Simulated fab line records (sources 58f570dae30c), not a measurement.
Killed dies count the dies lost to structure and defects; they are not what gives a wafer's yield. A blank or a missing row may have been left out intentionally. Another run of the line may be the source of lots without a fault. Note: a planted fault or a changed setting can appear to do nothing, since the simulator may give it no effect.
fab line records + flow berkeley_cmos170
record:
- lots: 13
- wafers: 39
- last_day: 13
route steps=331 shown ZERO@13 PWELL@47 ACTIVE@75 NVT@112
lots that met no fault: from a run of the same line without faults
start_h: hours from the record's opening day to when the first of the lot's shown wafers began + wait_h: hours since the lot's step before + " identical to the entry in the row above + L1.1+2: a single row standing in for several wafers + - either no value or no given start + * or withheld: withheld + < > ~ a bound
route shown NAME@n: names a module that has steps shown in the file, with the first one's number in the route + usual: average and standard deviation across the fault-free wafers + same: alike in all rows + chamber/n: place in a boat + sites: the reading at each site + _std_site: the values' standard deviation + _edge_site: inner sites' mean taken away from outer sites' mean + radius_mm: how far each site lies from the wafer's centre + mask NAME#n: copy n + behind: the most recent tool/chamber to have shaped the wafer + hold: what put the lot on hold/how long, in hours/how the hold closed + device: the n, p or np transistor that did not switch + end of line: the route-end tests of the same wafers + a step given without rows: its recipe and nothing more + killed: dies lost to structure and defects at the first sort, not the wafer's yield + map: dies across one wafer; x = killed, . = not, _ = none there
set.NAME: setting as actually run; set.NAME@STEP: the setting as run at that earlier step + model.NAME: the simulator's own value behind a step, which no gauge read
steps of the route over a sample of lots; a table a step, a row a wafer
services: when a tool's chamber went out of use (start_h, in hours from the record's first day, below 0 if earlier), for how many hours, and the reason
== steps ==
step: UCB170_ZERO_STRIP_07
recipe:
- chemistry: O2
- power_w: 400
- pressure_mtorr: 3500
- platen_temp_c: withheld
- o2_flow_sccm: 400
- overash_fraction: 0.5
usual:
- drypump_motor_current_A: 5.8/0.54
- o2_flow_sccm: 399.9/1.3
- oes_product_au: 0.727/0.0044
- strip_time_to_endpoint_s: 21.48/0.066
| lot.wafer | tool            | chamber | start_h | wait_h | drypump_motor_current_A | o2_flow_sccm | oes_product_au | rf_hours_counter_h | strip_time_to_endpoint_s |
|-----------|-----------------|---------|---------|--------|-------------------------|--------------|----------------|--------------------|--------------------------|
| L643.3    | plasma_asher-04 | 0       | 23.42   | 0.0    | 5.8                     | 400.1        | 0.732          | -                  | 21.59                    |
| L643.4    | "               | 1       | "       | "      | 6.2                     | 398.3        | 0.726          | -                  | 21.64                    |
| L643.6    | "               | 1       | "       | "      | 6.1                     | 398.1        | 0.732          | -                  | 21.44                    |
| L642.1    | plasma_asher-02 | 0       | 23.55   | 0.0    | 5.5                     | 399.2        | 0.722          | 29                 | 21.36                    |
| L642.2    | "               | 1       | "       | "      | 4.7                     | 401.9        | 0.734          | 29                 | 21.38                    |
| L642.3    | "               | 1       | "       | "      | 4.7                     | 401.3        | 0.727          | -                  | 21.46                    |
| L644.1    | plasma_asher-02 | 0       | 30.56   | 0.0    | 5.6                     | 400.0        | 0.724          | 30                 | 21.55                    |
| L644.3    | "               | 1       | "       | "      | 4.8                     | 401.2        | 0.715          | -                  | 21.58                    |
| L644.4    | "               | 0       | "       | "      | 5.5                     | 398.2        | 0.725          | -                  | 21.56                    |
| L646.1    | plasma_asher-01 | 0       | 41.66   | 0.0    | 6.5                     | 401.7        | 0.728          | 22                 | 21.42                    |
| L646.2    | "               | 1       | "       | "      | 6.0                     | 399.9        | 0.724          | 22                 | 21.48                    |
| L646.6    | "               | 0       | "       | "      | 6.5                     | 400.0        | 0.721          | -                  | 21.43                    |
| L647.2    | plasma_asher-01 | 0       | 47.40   | 0.0    | 6.5                     | 397.2        | 0.730          | 23                 | 21.58                    |
| L647.4    | "               | 0       | "       | "      | 6.5                     | 399.8        | 0.721          | -                  | 21.51                    |
| L647.5    | "               | 1       | "       | "      | 6.0                     | 399.2        | 0.721          | -                  | 21.59                    |
| L650.2    | plasma_asher-02 | 0       | 57.24   | 0.0    | 5.5                     | 399.8        | 0.728          | 33                 | 21.36                    |
| L650.4    | "               | 0       | "       | "      | 5.5                     | 398.4        | 0.725          | -                  | 21.35                    |
| L650.5    | "               | 1       | "       | "      | 4.8                     | 399.4        | 0.723          | -                  | 21.39                    |
| L656.1    | plasma_asher-01 | 0       | 93.94   | 0.0    | 6.5                     | 399.0        | 0.727          | 28                 | 21.46                    |
| L656.5    | "               | 1       | "       | "      | 6.0                     | 399.6        | 0.733          | -                  | 21.45                    |
| L656.6    | "               | 0       | "       | "      | 6.5                     | 400.9        | 0.725          | -                  | 21.50                    |
| L657.1    | plasma_asher-01 | 0       | 99.41   | 0.0    | 6.5                     | 400.2        | 0.727          | 29                 | 21.39                    |
| L657.4    | "               | 1       | "       | "      | 6.0                     | 401.2        | 0.726          | -                  | 21.44                    |
| L657.6    | "               | 0       | "       | "      | 6.5                     | 399.8        | 0.723          | -                  | 21.47                    |
| L658.2    | plasma_asher-04 | 0       | 99.68   | 0.0    | 5.7                     | 399.4        | 0.723          | 40                 | 21.57                    |
| L658.5    | "               | 0       | "       | "      | 5.7                     | 399.6        | 0.722          | -                  | 21.58                    |
| L658.6    | "               | 1       | "       | "      | 6.1                     | 399.6        | 0.722          | -                  | 21.61                    |
| L660.2    | plasma_asher-04 | 1       | 114.36  | 0.0    | 6.1                     | 397.8        | 0.721          | 42                 | 21.47                    |
| L660.4    | "               | 0       | "       | "      | 5.7                     | 397.6        | 0.736          | -                  | 21.50                    |
| L660.6    | "               | 0       | "       | "      | 5.8                     | 399.7        | 0.727          | -                  | 21.50                    |
| L662.1    | plasma_asher-02 | 0       | 123.07  | 0.0    | 5.6                     | 399.1        | 0.731          | 1                  | 21.42                    |
| L662.2    | "               | 1       | "       | "      | 4.8                     | 399.4        | 0.726          | 1                  | 21.36                    |
| L662.5    | "               | 1       | "       | "      | 4.7                     | 398.5        | 0.718          | -                  | 21.40                    |
| L663.2    | plasma_asher-01 | 0       | 129.08  | 0.0    | 6.5                     | 398.6        | 0.725          | 31                 | 21.40                    |
| L663.3    | "               | 1       | "       | "      | 6.0                     | 399.8        | 0.732          | -                  | 21.44                    |
| L663.6    | "               | 0       | "       | "      | 6.5                     | 397.0        | 0.727          | -                  | 21.44                    |
| L665.1    | plasma_asher-01 | 1       | 135.87  | 0.0    | 6.0                     | 399.2        | 0.724          | 32                 | 21.49                    |
| L665.2    | "               | 0       | "       | "      | 6.5                     | 401.7        | 0.736          | 32                 | 21.44                    |
| L665.5    | "               | 0       | "       | "      | 6.5                     | 399.9        | 0.728          | -                  | 21.48                    |
step: UCB170_PWELL_OVL_MEAS_13
usual:
- PWELL_OVL: 0/5.3
| lot.wafer | tool       | chamber | start_h | wait_h | PWELL_OVL[nm] |
|-----------|------------|---------|---------|--------|---------------|
| L643.3    | overlay-02 | -       | 56.45   | -      | -9            |
| L643.4    | "          | -       | "       | "      | -2            |
| L643.6    | "          | -       | "       | "      | -2            |
| L642.1    | overlay-01 | -       | 56.71   | -      | -8            |
| L642.2    | "          | -       | "       | "      | 1             |
| L642.3    | "          | -       | "       | "      | -9            |
| L644.1    | overlay-02 | -       | 68.38   | -      | 5             |
| L644.3    | "          | -       | "       | "      | 1             |
| L644.4    | "          | -       | "       | "      | 4             |
| L646.1    | overlay-01 | -       | 72.25   | -      | -2            |
| L646.2    | "          | -       | "       | "      | -7            |
| L646.6    | "          | -       | "       | "      | -4            |
| L647.2    | overlay-01 | -       | 79.33   | -      | 0             |
| L647.4    | "          | -       | "       | "      | 2             |
| L647.5    | "          | -       | "       | "      | -2            |
| L650.2    | overlay-01 | -       | 97.54   | -      | 10            |
| L650.4    | "          | -       | "       | "      | 10            |
| L650.5    | "          | -       | "       | "      | 7             |
| L656.1    | overlay-01 | -       | 127.93  | -      | 2             |
| L656.5    | "          | -       | "       | "      | -1            |
| L656.6    | "          | -       | "       | "      | -5            |
| L658.2    | overlay-02 | -       | 132.31  | -      | 0             |
| L658.5    | "          | -       | "       | "      | 2             |
| L658.6    | "          | -       | "       | "      | 2             |
| L657.1    | overlay-02 | -       | 132.66  | -      | 2             |
| L657.4    | "          | -       | "       | "      | -3            |
| L657.6    | "          | -       | "       | "      | -5            |
| L660.2    | overlay-01 | -       | 152.99  | -      | 2             |
| L660.4    | "          | -       | "       | "      | -1            |
| L660.6    | "          | -       | "       | "      | 3             |
| L663.2    | overlay-02 | -       | 160.24  | -      | -5            |
| L663.3    | "          | -       | "       | "      | -4            |
| L663.6    | "          | -       | "       | "      | 2             |
| L662.1    | overlay-01 | -       | 160.58  | -      | 1             |
| L662.2    | "          | -       | "       | "      | 8             |
| L662.5    | "          | -       | "       | "      | -2            |
| L665.1    | overlay-01 | -       | 172.02  | -      | -5            |
| L665.2    | "          | -       | "       | "      | -1            |
| L665.5    | "          | -       | "       | "      | -5            |
step: UCB170_ACTIVE_ETCH_15
recipe:
- chemistry: CH3F/Ar/O2
- target: Si3N4
- stop_on: SiO2
- CH3F_flow_sccm: 20
- Ar_flow_sccm: 50
- O2_flow_sccm: 7
- pressure_mtorr: 50
- rf_w: 450
- target_depth_a: 2420
- over_etch_frac: 0.1
- time_s: 151
usual:
- drypump_motor_current_A: 5.9/0.34
- oes_product_au: 0.940/0.015
- throttle_valve_pct: 8.05/0.15
| lot.wafer | tool        | chamber | start_h | wait_h | drypump_motor_current_A | oes_product_au | rf_hours_counter_h | throttle_valve_pct |
|-----------|-------------|---------|---------|--------|-------------------------|----------------|--------------------|--------------------|
| L643.3    | rie_diel-04 | 2       | 95.50   | 0.0    | 5.6                     | 0.942          | 65                 | 7.97               |
| L643.4    | "           | 0       | "       | "      | 6.1                     | 0.957          | 46                 | 8.12               |
| L643.6    | "           | 2       | "       | "      | 5.6                     | 0.948          | -                  | 7.98               |
| L642.1    | rie_diel-02 | 1       | 95.62   | 0.0    | 6.2                     | 0.939          | 15                 | 8.28               |
| L642.2    | "           | 2       | "       | "      | 5.3                     | 0.940          | 147                | 7.99               |
| L642.3    | "           | 0       | "       | "      | 5.9                     | 0.941          | 11                 | 7.91               |
| L644.1    | rie_diel-02 | 0       | 107.40  | 0.0    | 5.9                     | 0.929          | 11                 | 7.91               |
| L644.3    | "           | 2       | "       | "      | 5.3                     | 0.927          | 148                | 8.00               |
| L644.4    | "           | 0       | "       | "      | 5.9                     | 0.931          | -                  | 7.93               |
| L646.1    | rie_diel-02 | 2       | 111.24  | 0.0    | 5.4                     | 0.922          | 148                | 8.01               |
| L646.2    | "           | 0       | "       | "      | 5.9                     | 0.931          | 12                 | 7.90               |
| L646.6    | "           | 0       | "       | "      | 5.9                     | 0.925          | -                  | 7.89               |
| L647.2    | rie_diel-03 | 1       | 111.52  | 0.0    | 5.3                     | 0.926          | 74                 | 7.87               |
| L647.4    | "           | 3       | "       | "      | 6.0                     | 0.904          | 8                  | 8.18               |
| L647.5    | "           | 1       | "       | "      | 5.4                     | 0.923          | -                  | 7.86               |
| L650.2    | rie_diel-02 | 3       | 132.73  | 0.0    | 6.3                     | 0.930          | 1                  | 7.74               |
| L650.4    | "           | 0       | "       | "      | 5.9                     | 0.918          | 13                 | 7.89               |
| L650.5    | "           | 3       | "       | "      | 6.2                     | 0.928          | -                  | 7.74               |
| L656.1    | rie_diel-03 | 3       | 163.21  | 0.0    | 6.0                     | 0.921          | 11                 | 8.17               |
| L656.5    | "           | 2       | "       | "      | 5.5                     | 0.956          | -                  | 8.19               |
| L656.6    | "           | 3       | "       | "      | 6.0                     | 0.910          | -                  | 8.17               |
| L658.2    | rie_diel-04 | 0       | 170.89  | 0.0    | 6.1                     | 0.948          | 48                 | 8.12               |
| L658.5    | "           | 1       | "       | "      | 6.4                     | 0.952          | -                  | 8.17               |
| L658.6    | "           | 2       | "       | "      | 5.6                     | 0.942          | -                  | 7.98               |
| L657.1    | rie_diel-03 | 1       | 171.37  | 0.0    | 5.3                     | 0.932          | 75                 | 7.88               |
| L657.4    | "           | 2       | "       | "      | 5.5                     | 0.940          | 14                 | 8.19               |
| L657.6    | "           | 2       | "       | "      | 5.5                     | 0.941          | -                  | 8.18               |
| L660.2    | rie_diel-03 | 3       | 181.98  | 0.0    | 6.0                     | 0.920          | 12                 | 8.19               |
| L660.4    | "           | 1       | "       | "      | 5.3                     | 0.941          | 76                 | 7.86               |
| L660.6    | "           | 2       | "       | "      | 5.5                     | 0.936          | -                  | 8.19               |
| L663.2    | rie_diel-04 | 2       | 193.32  | 0.0    | 5.6                     | 0.940          | 68                 | 7.97               |
| L663.3    | "           | 0       | "       | "      | 6.1                     | 0.941          | 49                 | 8.13               |
| L663.6    | "           | 1       | "       | "      | 6.4                     | 0.954          | -                  | 8.15               |
| L662.1    | rie_diel-02 | 0       | 193.59  | 0.0    | 5.9                     | 0.927          | 16                 | 7.92               |
| L662.2    | "           | 1       | "       | "      | 6.2                     | 0.934          | 20                 | 8.28               |
| L662.5    | "           | 3       | "       | "      | 6.3                     | 0.952          | -                  | 7.75               |
| L665.1    | rie_diel-02 | 0       | 205.91  | 0.0    | 5.9                     | 0.932          | 17                 | 7.89               |
| L665.2    | "           | 1       | "       | "      | 6.2                     | 0.940          | 21                 | 8.28               |
| L665.5    | "           | 3       | "       | "      | 6.3                     | 0.955          | -                  | 7.75               |
step: UCB170_ACTIVE_STRIP_16
recipe:
- chemistry: O2
- power_w: 400
- pressure_mtorr: 3500
- platen_temp_c: withheld
- o2_flow_sccm: 400
- overash_fraction: 0.5
usual:
- drypump_motor_current_A: 5.6/0.55
- o2_flow_sccm: 399.8/1.2
- oes_product_au: 0.720/0.0049
- strip_time_to_endpoint_s: 18.14/0.11
| lot.wafer | tool            | chamber | start_h | wait_h | drypump_motor_current_A | o2_flow_sccm | oes_product_au | rf_hours_counter_h | strip_time_to_endpoint_s |
|-----------|-----------------|---------|---------|--------|-------------------------|--------------|----------------|--------------------|--------------------------|
| L643.3    | plasma_asher-02 | 1       | 95.63   | 0.1    | 4.7                     | 399.8        | 0.724          | -                  | 18.09                    |
| L643.4    | "               | 0       | "       | "      | 5.6                     | 399.5        | 0.724          | -                  | 17.95                    |
| L643.6    | "               | 1       | "       | "      | 4.7                     | 399.6        | 0.721          | -                  | 18.15                    |
| L642.1    | plasma_asher-01 | 0       | 95.72   | 0.1    | 6.5                     | 399.9        | 0.718          | 28                 | 18.15                    |
| L642.2    | "               | 1       | "       | "      | 6.0                     | 400.3        | 0.721          | 28                 | 18.01                    |
| L642.3    | "               | 0       | "       | "      | 6.5                     | 399.2        | 0.712          | -                  | 18.18                    |
| L644.1    | plasma_asher-03 | 1       | 107.51  | 0.1    | 5.8                     | 400.8        | 0.722          | 37                 | 17.97                    |
| L644.3    | "               | 1       | "       | "      | 5.9                     | 400.6        | 0.724          | -                  | 17.83                    |
| L644.4    | "               | 0       | "       | "      | 5.1                     | 399.6        | 0.721          | -                  | 18.05                    |
| L646.1    | plasma_asher-01 | 1       | 111.34  | 0.1    | 6.0                     | 400.4        | 0.720          | 30                 | 17.91                    |
| L646.2    | "               | 0       | "       | "      | 6.5                     | 398.3        | 0.730          | 30                 | 18.22                    |
| L646.6    | "               | 0       | "       | "      | 6.5                     | 399.6        | 0.722          | -                  | 18.18                    |
| L647.2    | plasma_asher-03 | 1       | 111.62  | 0.1    | 5.8                     | 399.9        | 0.718          | 38                 | 18.09                    |
| L647.4    | "               | 0       | "       | "      | 5.1                     | 397.2        | 0.719          | -                  | 18.14                    |
| L647.5    | "               | 1       | "       | "      | 5.8                     | 401.2        | 0.712          | -                  | 18.09                    |
| L650.2    | plasma_asher-02 | 1       | 132.83  | 0.1    | 4.8                     | 400.4        | 0.728          | 1                  | 18.65                    |
| L650.4    | "               | 0       | "       | "      | 5.5                     | 398.7        | 0.719          | -                  | 18.64                    |
| L650.5    | "               | 1       | "       | "      | 4.8                     | 400.7        | 0.734          | -                  | 18.59                    |
| L656.1    | plasma_asher-02 | 1       | 163.31  | 0.1    | 4.8                     | 400.9        | 0.712          | 4                  | 18.19                    |
| L656.5    | "               | 0       | "       | "      | 5.5                     | 399.4        | 0.719          | -                  | 18.28                    |
| L656.6    | "               | 1       | "       | "      | 4.8                     | 400.5        | 0.723          | -                  | 18.29                    |
| L658.2    | plasma_asher-01 | 0       | 170.99  | 0.1    | 6.5                     | 398.0        | 0.716          | 36                 | 17.99                    |
| L658.5    | "               | 0       | "       | "      | 6.5                     | 399.4        | 0.713          | -                  | 18.24                    |
| L658.6    | "               | 1       | "       | "      | 6.0                     | 400.1        | 0.720          | -                  | 18.24                    |
| L657.1    | plasma_asher-02 | 1       | 171.47  | 0.1    | 4.8                     | 400.0        | 0.720          | 5                  | 18.12                    |
| L657.4    | "               | 0       | "       | "      | 5.5                     | 401.3        | 0.724          | -                  | 18.29                    |
| L657.6    | "               | 1       | "       | "      | 4.8                     | 397.4        | 0.725          | -                  | 18.08                    |
| L660.2    | plasma_asher-03 | 1       | 182.08  | 0.1    | 5.8                     | 400.3        | 0.718          | 46                 | 18.14                    |
| L660.4    | "               | 1       | "       | "      | 5.8                     | 399.7        | 0.721          | -                  | 18.11                    |
| L660.6    | "               | 1       | "       | "      | 5.8                     | 398.9        | 0.725          | -                  | 18.16                    |
| L663.2    | plasma_asher-02 | 0       | 193.42  | 0.1    | 5.6                     | 400.3        | 0.721          | 7                  | 18.23                    |
| L663.3    | "               | 1       | "       | "      | 4.7                     | 400.9        | 0.717          | -                  | 18.02                    |
| L663.6    | "               | 0       | "       | "      | 5.6                     | 401.6        | 0.723          | -                  | 18.21                    |
| L662.1    | plasma_asher-03 | 1       | 193.69  | 0.1    | 5.8                     | 401.7        | 0.723          | 47                 | 18.16                    |
| L662.2    | "               | 0       | "       | "      | 5.1                     | 400.2        | 0.716          | 47                 | 18.19                    |
| L662.5    | "               | 1       | "       | "      | 5.8                     | 399.9        | 0.715          | -                  | 18.17                    |
| L665.1    | plasma_asher-03 | 1       | 206.01  | 0.1    | 5.8                     | 397.9        | 0.716          | 49                 | 18.34                    |
| L665.2    | "               | 0       | "       | "      | 5.1                     | 401.6        | 0.725          | 49                 | 18.26                    |
| L665.5    | "               | 1       | "       | "      | 5.8                     | 397.3        | 0.718          | -                  | 18.23                    |
step: UCB170_NVT_STRIP_08
recipe:
- chemistry: O2
- power_w: 400
- pressure_mtorr: 3500
- platen_temp_c: withheld
- o2_flow_sccm: 400
- overash_fraction: 0.5
usual:
- drypump_motor_current_A: 5.9/0.43
- o2_flow_sccm: 399.9/1.3
- oes_product_au: 0.734/0.0047
- strip_time_to_endpoint_s: 21.63/0.055
| lot.wafer | tool            | chamber | start_h | wait_h | drypump_motor_current_A | o2_flow_sccm | oes_product_au | rf_hours_counter_h | strip_time_to_endpoint_s |
|-----------|-----------------|---------|---------|--------|-------------------------|--------------|----------------|--------------------|--------------------------|
| L642.1    | plasma_asher-04 | 0       | 131.37  | 0.1    | 5.7                     | 402.2        | 0.735          | 44                 | 21.64                    |
| L642.2    | "               | 1       | "       | "      | 6.1                     | 398.2        | 0.737          | 44                 | 21.66                    |
| L642.3    | "               | 1       | "       | "      | 6.1                     | 400.6        | 0.742          | -                  | 21.65                    |
| L643.3    | plasma_asher-01 | 0       | 131.68  | 0.1    | 6.5                     | 400.0        | 0.735          | -                  | 21.66                    |
| L643.4    | "               | 1       | "       | "      | 6.0                     | 402.2        | 0.733          | -                  | 21.65                    |
| L643.6    | "               | 0       | "       | "      | 6.5                     | 401.7        | 0.733          | -                  | 21.65                    |
| L644.1    | plasma_asher-01 | 0       | 145.81  | 0.1    | 6.5                     | 400.5        | 0.734          | 33                 | 21.69                    |
| L644.3    | "               | 0       | "       | "      | 6.5                     | 400.0        | 0.734          | -                  | 21.62                    |
| L644.4    | "               | 1       | "       | "      | 5.9                     | 401.5        | 0.738          | -                  | 21.65                    |
| L646.1    | plasma_asher-03 | 0       | 145.81  | 0.1    | 5.1                     | 400.0        | 0.726          | 42                 | 21.61                    |
| L646.2    | "               | 1       | "       | "      | 5.8                     | 400.3        | 0.730          | 42                 | 21.61                    |
| L646.6    | "               | 0       | "       | "      | 5.1                     | 401.8        | 0.732          | -                  | 21.66                    |
| L647.2    | plasma_asher-04 | 1       | 146.08  | 0.1    | 6.1                     | 399.6        | 0.741          | 45                 | 21.57                    |
| L647.4    | "               | 0       | "       | "      | 5.7                     | 397.9        | 0.734          | -                  | 21.59                    |
| L647.5    | "               | 1       | "       | "      | 6.1                     | 399.3        | 0.741          | -                  | 21.62                    |
| L656.1    | plasma_asher-01 | 1       | 200.69  | 0.1    | 6.0                     | 398.9        | 0.725          | 39                 | 21.55                    |
| L656.5    | "               | 0       | "       | "      | 6.5                     | 399.0        | 0.737          | -                  | 21.59                    |
| L656.6    | "               | 1       | "       | "      | 6.0                     | 397.6        | 0.731          | -                  | 21.65                    |
| L657.1    | plasma_asher-01 | 0       | 210.94  | 0.1    | 6.5                     | 399.8        | 0.733          | 40                 | 21.67                    |
| L657.4    | "               | 0       | "       | "      | 6.5                     | 399.3        | 0.737          | -                  | 21.66                    |
| L657.6    | "               | 1       | "       | "      | 6.0                     | 398.4        | 0.733          | -                  | 21.66                    |
| L658.2    | plasma_asher-03 | 1       | 211.21  | 0.1    | 5.8                     | 399.3        | 0.738          | 49                 | 21.71                    |
| L658.5    | "               | 1       | "       | "      | 5.8                     | 398.6        | 0.736          | -                  | 21.70                    |
| L658.6    | "               | 0       | "       | "      | 5.2                     | 397.9        | 0.748          | -                  | 21.72                    |
| L660.2    | plasma_asher-03 | 0       | 218.97  | 0.1    | 5.2                     | 400.3        | 0.729          | 50                 | 21.63                    |
| L660.4    | "               | 1       | "       | "      | 5.8                     | 398.1        | 0.736          | -                  | 21.70                    |
| L660.6    | "               | 0       | "       | "      | 5.1                     | 398.6        | 0.728          | -                  | 21.75                    |
| L663.2    | plasma_asher-03 | 0       | 235.71  | 0.1    | 5.1                     | 399.6        | 0.731          | 52                 | 21.65                    |
| L663.3    | "               | 1       | "       | "      | 5.8                     | 401.1        | 0.728          | -                  | 21.62                    |
| L663.6    | "               | 1       | "       | "      | 5.8                     | 401.4        | 0.735          | -                  | 21.67                    |
| L662.1    | plasma_asher-04 | 1       | 235.92  | 0.1    | 6.1                     | 399.6        | 0.734          | 56                 | 21.60                    |
| L662.2    | "               | 0       | "       | "      | 5.8                     | 400.4        | 0.733          | 56                 | 21.64                    |
| L662.5    | "               | 0       | "       | "      | 5.7                     | 399.6        | 0.744          | -                  | 21.70                    |
| L665.1    | plasma_asher-03 | 0       | 249.83  | 0.1    | 5.1                     | 401.5        | 0.733          | 53                 | 21.69                    |
| L665.2    | "               | 1       | "       | "      | 5.8                     | 398.9        | 0.734          | 53                 | 21.67                    |
| L665.5    | "               | 0       | "       | "      | 5.1                     | 400.0        | 0.729          | -                  | 21.72                    |
== services ==
| tool            | chamber | start_h | hours | kind       |
|-----------------|---------|---------|-------|------------|
| plasma_asher-03 | -       | 24.32   | 4.3   | repair     |
| plasma_asher-02 | -       | 31.77   | 2.8   | pm         |
| rie_diel-04     | 2       | 31.87   | 5.7   | repair     |
| rie_diel-03     | 2       | 34.87   | 6.9   | repair     |
| rie_diel-03     | -       | 38.63   | 2.8   | pm         |
| plasma_asher-03 | -       | 78.71   | 2.8   | pm         |
| rie_diel-03     | 1       | 79.84   | 16.9  | repair     |
| rie_diel-04     | -       | 91.93   | 1.0   | repair     |
| plasma_asher-02 | -       | 108.75  | 9.0   | pm         |
| plasma_asher-02 | 0       | 108.75  | 9.0   | vent_cycle |
| plasma_asher-02 | 1       | 108.75  | 9.0   | vent_cycle |
| plasma_asher-01 | -       | 116.79  | 3.8   | repair     |
| plasma_asher-02 | 0       | 117.75  | -     | clean      |
| rie_diel-04     | 0       | 125.78  | 4.3   | repair     |
| rie_diel-03     | 1       | 130.30  | 4.5   | repair     |
| rie_diel-04     | 0       | 132.61  | 2.6   | repair     |
| rie_diel-03     | 3       | 148.76  | 2.7   | repair     |
| rie_diel-02     | -       | 164.94  | 0.4   | repair     |
| rie_diel-03     | 2       | 165.93  | 3.0   | repair     |
| rie_diel-02     | -       | 227.11  | 0.3   | repair     |
| plasma_asher-03 | -       | 230.01  | 2.0   | repair     |
| plasma_asher-03 | -       | 243.18  | 2.2   | repair     |
| rie_diel-04     | 2       | 245.59  | 2.1   | repair     |
| plasma_asher-01 | -       | 246.58  | 2.8   | pm         |
== key ==
first_sign:
- step: UCB170_ACTIVE_STRIP_16
- reading: strip_time_to_endpoint_s
- direction: up
- sigmas: 4.3
- usual: *
- struck: *
effect none on later readings
met_at UCB170_ACTIVE_ETCH_15
struck_lots L650
later_rows_left_out L650.2,L650.4,L650.5
sort_left_out L650.2,L650.4,L650.5
tester_left_out L650
not_acting_at UCB170_ZERO_STRIP_07,UCB170_PWELL_OVL_MEAS_13,UCB170_NVT_STRIP_08
onset_between 111.24 132.73
fault:
- kind: process_parameter_drift
- tool: rie_diel-02
- chamber: -
- onset_h: 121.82
- steps: UCB170_ACTIVE_ETCH_15
- channel: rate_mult
- offset: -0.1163
- shape: step
- end_h: 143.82
tester_left_out: of these lots the tester's yield and bins aren't shown, on N5 and GAA mostly nor the transistor test; their killed dies are dies lost to structure and defects alone, not to doping, threshold or leakage, so they don't give the yield
sort_left_out: the simulated sort isn't trusted on such a fault, so these wafers' sort isn't shown, and their yield isn't known
later_rows_left_out: the simulator's readings of these wafers behind a module that went badly wrong aren't trusted and aren't shown, but for the sort
